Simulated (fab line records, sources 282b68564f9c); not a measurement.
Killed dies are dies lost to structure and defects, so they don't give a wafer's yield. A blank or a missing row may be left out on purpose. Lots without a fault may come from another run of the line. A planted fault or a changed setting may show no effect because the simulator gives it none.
Problem report in the 8D (eight disciplines) form, filled by code | flow rit_cmos | the parts of the form that need people (team, actions taken, sign-off) are left out

1. THE PROBLEM
PWELL_TW at RIT_PWELL_TW_MEAS_10 reads a mean of 1062 on 9 wafers of 3 lots; wafers without a fault read 946 with a standard deviation of 4.6. That is +25 standard deviations from the usual mean.
First seen on wafer L180.2, day 3 04:47, on film_metro-01. The record holds 45 wafers of 15 lots with a number at this step. Rule for "out", or "out of limits": more than 4 standard deviations from the usual mean. The other wafers with a number count as sound.

2. WHAT IT IS AND WHAT IT IS NOT
question                    | is                           | is not
which readings at this step | PWELL_TW                     | -
which lots                  | L180, L185, L186             | L174, L175, L176, L177, L188, L189, L190, L191, L192, L194, L196, L197
which wafers of those lots  | all that have a number       | -
read on which gauges        | film_metro-01, film_metro-04 | film_metro-02
when                        | from day 3 04:47             | up to then (12 sound wafers); but 24 sound wafers of L188, L189, L190, L191, L192, L194, L196, L197 came after

3. SUSPECTS, AND WHAT RULES EACH OUT
Counting: a tool at a process step up to the reading stays a suspect if it ran every lot that is out and no sound lot after the first of them.
- the gauge at RIT_PWELL_TW_MEAS_10: ruled out. The wafers that are out were read on 2 gauges (film_metro-01, film_metro-04).
- implanter-02 at RIT_PWELL_IMPLANT_08: kept. It ran every lot that is out, first L180 (day 3 04:29), and no sound lot after that. Its own readings are out on those wafers: dose_ions_cm2, faraday_current_uA.
Left after counting: implanter-02 at RIT_PWELL_IMPLANT_08.

4. THE CAUSE (what the simulator had put in)
Process parameter drift: implanter-02, from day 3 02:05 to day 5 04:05, at RIT_PWELL_IMPLANT_08. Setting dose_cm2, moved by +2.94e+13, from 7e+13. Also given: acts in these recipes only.
Counting left only this tool.

5. THE CHAIN OF EFFECTS, in route order
Each row: a reading whose mean over the struck wafers that have a number lies more than 3 standard deviations from the usual. Only readings for which the record gives a usual standard deviation are gone through. hours: the time from each lot's start at the first step in this table that gives one to its start at this step, as a median over the lots. sigmas: the change in usual standard deviations.
hours | step                     | reading            | usual        | on struck wafers | change     | sigmas
0     | RIT_PWELL_IMPLANT_08     | dose_ions_cm2      | 7.002e+13    | 9.941e+13        | +2.939e+13 | +99 or more
0     | RIT_PWELL_IMPLANT_08     | faraday_current_uA | 222          | 315              | +93        | +20
0     | RIT_PWELL_TW_MEAS_10     | PWELL_TW           | 946          | 1062             | +116       | +25
6     | RIT_WELLDRIVE_RS_MEAS_02 | PWELL_RS           | 429.3 ohm/sq | 345.9            | -83.4      | -60
The process steps in it:
- RIT_PWELL_IMPLANT_08

6. WHAT WOULD HAVE CAUGHT IT SOONER
In this record the first reading out of limits at a measuring or inspecting step was taken at day 3 04:47, 3 hours after the fault began at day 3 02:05.
The tool's own readings at RIT_PWELL_IMPLANT_08 were out on every struck wafer that the step has a row for (dose_ions_cm2, faraday_current_uA): an alarm limit on them would have fired on the first of those.
Of the lots that are out (3), L185, L186 began RIT_PWELL_IMPLANT_08 on implanter-02 after day 3 04:47. A hold on the tool at that time would have spared those 2.
